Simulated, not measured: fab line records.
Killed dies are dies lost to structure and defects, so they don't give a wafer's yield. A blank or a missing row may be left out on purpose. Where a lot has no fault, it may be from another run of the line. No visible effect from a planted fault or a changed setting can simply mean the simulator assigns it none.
One fault seen from 2 desks :: flow berkeleyCmos170 :: only its own numbers are on each desk; what lay behind them is given at the end

THE TOOL OWNER'S DESK: cmp-01
The tool's own readings at UCB170_V1_CMP_02 (polishes SiO2): means of the sampled wafers that have a number, for each lot that ran on this tool. Any lot whose mean is over 4 standard deviations away from the usual mean is out of limits and marked OUT; that distance is given in the brackets.
Columns: A = edgeZonePressureFrac at UCB170_V1_CMP_02, usual 1.001; B = motorCurrentA at UCB170_V1_CMP_02, usual 16.8 A
lot: L692
first seen here: day 8 09:14
A: 1.000
B: 18.2

lot: L694
first seen here: day 8 18:07
A: 0.999
B: 18.7

lot: L695
first seen here: day 9 05:44
A: 1.005
B: 18.5

lot: L697
first seen here: day 9 07:04
A: 1.005
B: 13.5

lot: L699
first seen here: day 9 20:03
A: 1.002
B: 16.6

lot: L703
first seen here: day 11 01:15
A: 1.177 (+41) OUT
B: 16.7

lot: L702
first seen here: day 11 02:58
A: 1.177 (+41) OUT
B: 15.6
Finding of this desk: L702, L703 out of limits; the first was L703 at day 11 01:15, on edgeZonePressureFrac at UCB170_V1_CMP_02. Within limits: L692, L694, L695, L697, L699.

AT THE METROLOGY DESK
Lot by lot, what the gauges showed, no matter which tool ran the lot: averages of those sampled wafers that carry a number. Any lot whose mean is over 4 standard deviations away from the usual mean is out of limits and marked OUT; that distance is given in the brackets.
Columns: A = NSD_TW at UCB170_NSD_TW_MEAS_10, usual 4192; B = V2_BOW at UCB170_V2_BOW_MEAS_03, usual 38 um
lot: L693
first seen here: day 7 17:34
A: 4179
B: 46

lot: L692
first seen here: day 7 18:05
A: 4175
B: 35

lot: L694
first seen here: day 8 07:32
A: 4170
B: 38

lot: L695
first seen here: day 8 18:20
A: 4163
B: 40

lot: L696
first seen here: day 8 18:35
A: 4166
B: 41

lot: L697
first seen here: day 8 18:50
A: 4223
B: 36

lot: L698
first seen here: day 9 09:35
A: 4187
B: 32

lot: L699
first seen here: day 9 09:43
A: 4187
B: 31

lot: L703
first seen here: day 10 15:11
A: 4214
B: 42

lot: L702
first seen here: day 10 15:15
A: 4178
B: 32

lot: L711
first seen here: day 11 21:23
A: 4180
B: 41

lot: L715
first seen here: day 12 13:04
A: 4186
B: 40
Finding of this desk: none of the 12 lots has anything out of limits.

TAKEN TOGETHER
The tool owner's desk could have raised an alarm at day 11 01:15, on L702, L703.
The metrology desk saw nothing out of limits.
The metrology desk holds a record of L702, L703, inside its limits.
Of the lots named, all ran UCB170_V1_CMP_02 on cmp-01.

WHAT HAD BEEN PUT IN BY THE SIMULATOR
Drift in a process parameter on cmp-01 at UCB170_V1_CMP_02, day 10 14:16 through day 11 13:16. Setting edgeZonePressureFrac, moved by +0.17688.
Struck lots among those shown: L702, L703.
How many hours passed from the start of the fault until each desk's first out-of-limits reading: the tool owner's desk, 11.
